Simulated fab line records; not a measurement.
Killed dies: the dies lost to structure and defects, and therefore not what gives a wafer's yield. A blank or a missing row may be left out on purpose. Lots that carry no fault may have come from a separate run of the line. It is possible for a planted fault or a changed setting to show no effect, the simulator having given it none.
The same fault as seen by 2 desks ; flow berkeley_cmos170 ; every desk sees just its own numbers, and what lay behind them comes last

== AT THE METROLOGY DESK ==
What the gauges read, lot by lot, whatever tool the lot ran on: means of the sampled wafers that have a number. If a lot's mean is further than 4 standard deviations from the usual mean, the lot is out of limits and carries the mark OUT (the distance appears in the brackets).
Columns: A = CONTACT_OVL at UCB170_CONTACT_OVL_MEAS_16, usual -2 nm; B = M1_AL_RS at UCB170_M1_RS_MEAS_01, usual 0.0485 ohm/sq; C = M1_AL_THK at UCB170_M1_THK_MEAS_02, usual 607 nm; D = cd_nm at UCB170_V2_CD_MEAS_12, usual 699.9 nm
lot;first seen here;A;B;C;D
L996;day 7 14:35;3;0.0478;620;702.3
L998;day 7 15:06;-4;0.0482;605;700.9
L100;day 8 04:59;3;0.0476;617;701.4
L102;day 8 15:34;-7;0.0482;611;698.5
L104;day 9 04:16;2;0.0487;607;701.3
L106;day 9 12:42;-5;0.0478;614;697.9
L105;day 9 13:31;3;0.0489;605;699.8
L109;day 9 14:37;-2;0.0481;608;698.1
L108;day 9 15:20;-6;0.0489;600;701.9
L111;day 10 04:17;4;0.0481;616;698.9
L110;day 10 05:47;-9;0.0669 (+33) OUT;438 (-24) OUT;700.7
L114;day 10 06:28;2;0.0691 (+37) OUT;429 (-25) OUT;698.8
L119;day 11 02:27;4;0.0488;609;699.8
L118;day 11 02:49;-10;0.0485;603;698.8
This desk reports L110, L114 out of limits; the earliest was L110 at day 10 06:28 (M1_AL_RS at UCB170_M1_RS_MEAS_01). In limits: L996, L998, L100, L102, L104, L106, L105, L109, L108, L111, L119, L118.

== THE TOOL OWNER'S DESK: pvd_sputter-03 ==
The tool's own readings at UCB170_M1_SPUTTER_00 (material Al, target thk 600 nm, time 80 s): means of the sampled wafers that have a number, for each lot that ran on this tool. If a lot's mean is further than 4 standard deviations from the usual mean, the lot is out of limits and carries the mark OUT (the distance appears in the brackets).
Columns: A = throttle_valve_pct at UCB170_M1_SPUTTER_00, usual 30.0 %
lot;first seen here;A
L996;day 7 16:47;29.9
L100;day 8 05:35;29.7
L106;day 9 13:18;29.8
L109;day 9 15:13;29.3
L108;day 9 15:56;29.6
L110;day 10 06:23;29.4
L114;day 10 09:14;30.0
This desk found nothing out of limits on any of the 7 lots.

== TAKEN TOGETHER ==
The metrology desk could have raised an alarm at day 10 06:28, on L110, L114.
The desk of the tool owner found nothing out of limits.
Tool owner's desk: L110, L114 on record, inside its limits.
Of the lots named, all ran UCB170_M1_SPUTTER_00 on pvd_sputter-03.

== WHAT THE SIMULATOR HAD PUT IN ==
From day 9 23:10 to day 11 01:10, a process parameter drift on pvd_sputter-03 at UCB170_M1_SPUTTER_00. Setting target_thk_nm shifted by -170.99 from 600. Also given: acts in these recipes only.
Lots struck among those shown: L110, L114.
Hours from the fault's start to each desk's first reading out of limits: the metrology desk, 7.
